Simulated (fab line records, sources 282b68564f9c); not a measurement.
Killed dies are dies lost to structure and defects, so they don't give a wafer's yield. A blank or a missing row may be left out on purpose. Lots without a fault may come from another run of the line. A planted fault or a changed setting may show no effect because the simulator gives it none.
A struck lot beside a sound one | flow rit_cmos | 15 steps out of a route of 202
Sound: wafers L123.1, L123.2, L123.4. Struck: wafers L132.2, L132.5, L132.6. The cause comes at the end.
At each step with rows: each side's tool, then ch and its chambers, then its first start. Under that, the readings that differ: sound wafers | struck wafers | difference of the means | sigmas: that difference in standard deviations of wafers without a fault.
alike: readings whose means differ by less than 2 such deviations, and words and numbers that are the same on both sides. not compared: withheld readings, readings that some wafer has no value for, bounds like >300 that may hide the same value, and numbers for which the record gives no deviation and whose values overlap.
The two part at a step that has a row with sigmas, a row that says differs or no value, or rows on one side only. Numbers that don't overlap but have no deviation are shown without sigmas and don't part them. A reading that every wafer of one side lacks parts them only if that side has two wafers or more.

first, 6 steps without rows for these wafers: RIT_GATE_HMDS_10 (prime time 60 s); RIT_GATE_COAT_11 (resist thk 850 nm); RIT_GATE_SOFTBAKE_12 (time 60 s); RIT_GATE_EXPOSE_13 (exposes mask M6, target cd 150 nm); RIT_GATE_PEB_14; RIT_GATE_DEVELOP_15 (develop time 50 s).
RIT_GATE_CD_MEAS_16: target cd 150 nm.
  sound on cd_sem-02, day 3 16:11; struck on cd_sem-02, day 5 12:22
  alike: cd_nm
RIT_GATE_OVL_MEAS_17:
  sound on overlay-02, day 3 16:19; struck on overlay-01, day 5 12:28
  alike: GATE_OVL
then, 1 step without rows for these wafers: RIT_GATE_HARDBAKE_18 (time 60 s).
RIT_GATE_ETCH_19: etches poly-Si in SF6/CHF3/O2, stops on SiO2, time 165 s, target depth 312.5 nm.
  sound on rie_si-02 ch 0,1,3, day 3 16:31; struck on rie_si-01 ch 0,3, day 5 12:38
  alike: drypump_motor_current_A, he_backside_leak_sccm, oes_product_au, throttle_valve_pct
  not compared: rf_hours_counter_h
RIT_GATE_STRIP_20: strips in O2, time 180 s.
  sound on plasma_asher-01 ch 0,1, day 3 16:37; struck on plasma_asher-01 ch 0,1, day 5 12:45
  alike: drypump_motor_current_A
  not compared: rf_hours_counter_h
RIT_GATE_CD_MEAS_90: target cd 150 nm.
  sound on cd_sem-02, day 3 16:58; struck on cd_sem-02, day 5 12:57
  alike: cd_nm
RIT_REOX_CLEAN_00: cleans in SC1, time 600 s.
  sound on wet_bench-02 ch 0, day 3 17:05; struck on wet_bench-03 ch 2, day 5 13:03
  reading               | sound             | struck            | difference | sigmas
  bath_guard_temp_C (C) | 74.9 74.9 75.1    | 80.5 80.9 81.3    | +5.9       | +12
  temp_c (C)            | 75.05 74.84 74.86 | 81.41 81.39 81.48 | +6.51      | +54
then, 1 step without rows for these wafers: RIT_REOX_CLEAN_01 (cleans in dHF, time 30 s).
RIT_M1_PROBE_99:
  the record has rows for the struck wafers here (prober-01, day 6 08:43) and none for the sound ones

WHERE THEY PART
First at RIT_REOX_CLEAN_00; last, within this record, at RIT_M1_PROBE_99.

WHY: what the simulator had put in
Process parameter drift: wet_bench-03, from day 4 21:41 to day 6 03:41, at RIT_REOX_CLEAN_00. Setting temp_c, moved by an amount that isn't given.
